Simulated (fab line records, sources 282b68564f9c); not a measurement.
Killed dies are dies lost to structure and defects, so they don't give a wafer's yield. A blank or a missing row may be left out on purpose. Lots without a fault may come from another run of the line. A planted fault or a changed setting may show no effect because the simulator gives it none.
Which tool did it? | flow rit_cmos | 15 lots, 45 wafers sampled, at 5 steps of a route of 202

WHAT THE GAUGES READ, wafer by wafer
RIT_SDANNEAL_RS_MEAS_04: measures by four-point-probe. Usual: PSD_RS 115.7 ohm/sq, standard deviation 0.33.
lot  | measured    | on            | PSD_RS (ohm/sq)   | flag
L329 | day 3 02:07 | film_metro-03 | 115.4 115.8 115.9 |
L330 | day 3 05:28 | film_metro-01 | 115.4 115.3 115.5 |
L331 | day 3 12:40 | film_metro-03 | 115.3 115.0 115.0 |
L332 | day 3 15:59 | film_metro-01 | 115.1 115.7 115.2 |
L333 | day 3 21:36 | film_metro-02 | 115.8 116.2 115.8 |
L334 | day 4 02:10 | film_metro-01 | 116.2 116.1 115.8 |
L336 | day 4 15:05 | film_metro-03 | 115.5 115.2 115.6 |
L338 | day 5 00:40 | film_metro-01 | 116.1 115.5 115.5 |
L341 | day 5 22:25 | film_metro-03 | 115.8 115.7 115.2 |
L342 | day 6 08:01 | film_metro-03 | 115.7 115.4 115.5 |
L344 | day 6 13:35 | film_metro-01 | 97.6 97.6 97.5    | OFF
L345 | day 6 20:50 | film_metro-01 | 115.7 115.6 115.7 |
L346 | day 6 21:20 | film_metro-02 | 97.9 97.7 97.9    | OFF
L348 | day 7 09:39 | film_metro-02 | 97.4 97.6 97.3    | OFF
L351 | day 7 20:26 | film_metro-01 | 116.5 115.8 116.1 |

RIT_SDANNEAL_RS_MEAS_05: measures by four-point-probe. Usual: NSD_RS 84.39 ohm/sq, standard deviation 0.24.
lot  | measured    | on            | NSD_RS (ohm/sq)   | flag
L329 | day 3 02:14 | film_metro-03 | 84.14 84.12 84.05 |
L330 | day 3 05:35 | film_metro-01 | 84.81 84.73 84.50 |
L331 | day 3 12:47 | film_metro-03 | 84.46 84.18 84.09 |
L332 | day 3 16:06 | film_metro-01 | 84.21 84.17 84.14 |
L333 | day 3 21:43 | film_metro-02 | 84.06 84.10 84.31 |
L334 | day 4 02:17 | film_metro-01 | 84.57 84.31 84.45 |
L336 | day 4 15:13 | film_metro-03 | 84.42 84.56 84.79 |
L338 | day 5 00:47 | film_metro-01 | 84.09 83.99 84.06 |
L341 | day 5 22:32 | film_metro-03 | 84.14 83.97 83.87 |
L342 | day 6 08:08 | film_metro-03 | 84.62 84.90 84.95 |
L344 | day 6 13:42 | film_metro-01 | 81.30 81.25 81.51 | OFF
L345 | day 6 20:57 | film_metro-01 | 84.40 84.64 84.52 |
L346 | day 6 21:28 | film_metro-02 | 81.34 81.11 81.58 | OFF
L348 | day 7 09:46 | film_metro-02 | 80.96 81.11 80.91 | OFF
L351 | day 7 20:34 | film_metro-01 | 84.34 84.07 84.31 |

RIT_SDANNEAL_RS_MEAS_06: measures by four-point-probe. Usual: PLDD_RS 178.4 ohm/sq, standard deviation 0.43.
lot  | measured    | on            | PLDD_RS (ohm/sq)  | flag
L329 | day 3 02:22 | film_metro-03 | 178.0 177.9 177.9 |
L330 | day 3 05:42 | film_metro-01 | 178.4 178.1 178.8 |
L331 | day 3 12:54 | film_metro-03 | 178.0 177.9 178.7 |
L332 | day 3 16:13 | film_metro-01 | 178.3 178.4 178.7 |
L333 | day 3 21:50 | film_metro-02 | 179.3 179.6 179.2 |
L334 | day 4 02:24 | film_metro-01 | 178.9 178.4 178.4 |
L336 | day 4 15:20 | film_metro-03 | 177.6 178.1 177.5 |
L338 | day 5 00:54 | film_metro-01 | 178.1 178.7 178.0 |
L341 | day 5 22:40 | film_metro-03 | 177.7 178.1 177.8 |
L342 | day 6 08:15 | film_metro-03 | 178.2 178.3 178.0 |
L344 | day 6 13:49 | film_metro-01 | 161.4 161.5 161.3 | OFF
L345 | day 6 21:04 | film_metro-01 | 178.9 178.5 178.8 |
L346 | day 6 21:35 | film_metro-02 | 161.9 161.6 161.8 | OFF
L348 | day 7 09:53 | film_metro-02 | 161.3 161.7 161.4 | OFF
L351 | day 7 20:41 | film_metro-01 | 178.0 178.3 177.8 |

RIT_SDANNEAL_RS_MEAS_07: measures by four-point-probe. Usual: NLDD_RS 151.5 ohm/sq, standard deviation 0.47.
lot  | measured    | on            | NLDD_RS (ohm/sq)  | flag
L329 | day 3 02:29 | film_metro-03 | 151.3 150.9 151.1 |
L330 | day 3 05:49 | film_metro-01 | 150.8 150.2 150.2 |
L331 | day 3 13:01 | film_metro-03 | 151.2 151.3 151.8 |
L332 | day 3 16:20 | film_metro-01 | 152.0 151.9 152.2 |
L333 | day 3 21:58 | film_metro-02 | 151.3 151.5 150.9 |
L334 | day 4 02:31 | film_metro-01 | 151.9 151.1 151.7 |
L336 | day 4 15:27 | film_metro-03 | 150.7 150.7 151.4 |
L338 | day 5 01:01 | film_metro-01 | 151.3 151.1 151.2 |
L341 | day 5 22:47 | film_metro-03 | 151.1 151.6 150.9 |
L342 | day 6 08:22 | film_metro-03 | 151.9 151.4 151.8 |
L344 | day 6 13:56 | film_metro-01 | 148.8 149.5 149.2 | OFF
L345 | day 6 21:11 | film_metro-01 | 151.9 151.5 151.5 |
L346 | day 6 21:42 | film_metro-02 | 147.8 148.5 148.1 | OFF
L348 | day 7 10:01 | film_metro-02 | 148.6 148.1 148.0 | OFF
L351 | day 7 20:48 | film_metro-01 | 152.0 151.8 151.7 |

WHICH TOOL RAN EACH LOT (tool, then ch and the chambers of the sampled wafers, then the start)
lot  | RIT_SDANNEAL_RTA_03
L329 | rtp_anneal-01 ch 0, day 3 02:02
L330 | rtp_anneal-02 ch 0, day 3 05:23
L331 | rtp_anneal-01 ch 0, day 3 12:36
L332 | rtp_anneal-02 ch 0, day 3 15:56
L333 | rtp_anneal-01 ch 0, day 3 21:32
L334 | rtp_anneal-02 ch 0, day 4 02:06
L336 | rtp_anneal-02 ch 0, day 4 15:02
L338 | rtp_anneal-02 ch 0, day 5 00:35
L341 | rtp_anneal-01 ch 0, day 5 22:18
L342 | rtp_anneal-02 ch 0, day 6 07:56
L344 | rtp_anneal-02 ch 0, day 6 13:32
L345 | rtp_anneal-01 ch 0, day 6 20:46
L346 | rtp_anneal-02 ch 0, day 6 21:16
L348 | rtp_anneal-02 ch 0, day 7 09:34
L351 | rtp_anneal-01 ch 0, day 7 20:22
- RIT_SDANNEAL_RTA_03: time 5 s.

WHAT THE TOOLS THEMSELVES READ (means of the sampled wafers that have a number; where no wafer has one, the mark that the record gives instead)
RIT_SDANNEAL_RTA_03. Usual: wafer_temp_C_max 1053.5, standard deviation 1.2.
lot  | tool          | wafer_temp_C_max | flag
L329 | rtp_anneal-01 | 1052.7           |
L330 | rtp_anneal-02 | 1053.6           |
L331 | rtp_anneal-01 | 1053.6           |
L332 | rtp_anneal-02 | 1053.7           |
L333 | rtp_anneal-01 | 1053.5           |
L334 | rtp_anneal-02 | 1052.7           |
L336 | rtp_anneal-02 | 1053.4           |
L338 | rtp_anneal-02 | 1053.7           |
L341 | rtp_anneal-01 | 1052.9           |
L342 | rtp_anneal-02 | 1053.6           |
L344 | rtp_anneal-02 | 1053.4           |
L345 | rtp_anneal-01 | 1052.5           |
L346 | rtp_anneal-02 | 1053.5           |
L348 | rtp_anneal-02 | 1052.4           |
L351 | rtp_anneal-01 | 1053.5           |

THE ANSWER, worked out from the rows above alone
Rule: a lot is off if the mean of its wafers that have a number lies more than 3 standard deviations from the usual mean. A lot without any number at a reading at which 4 lots or more have one is off too. The other lots that the step has rows for count as sound. The gauges are gone through in route order, then the tools' own readings, and for those a lot's mean is taken as printed above. The first step at which some lot is off is used, and at that step the reading that is off furthest; a lot without a number counts as furthest.
Off: L344, L346, L348, at RIT_SDANNEAL_RS_MEAS_04 (PSD_RS).
A tool fits if, at a process step before that reading, it ran every lot that is off, and no sound lot after the first of them. The gauges at RIT_SDANNEAL_RS_MEAS_04 are tried like those tools. One fits: rtp_anneal-02 at RIT_SDANNEAL_RTA_03. Its last sound lot is L342 (day 6 07:56), its first lot that is off L344 (day 6 13:32): a fault that began between those two fits.

WHAT THE SIMULATOR HAD PUT IN
Process parameter drift: rtp_anneal-02, from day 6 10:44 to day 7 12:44, at RIT_SDANNEAL_RTA_03. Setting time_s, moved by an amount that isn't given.
Lots struck among those shown: L344, L346, L348. The rule above found the same.
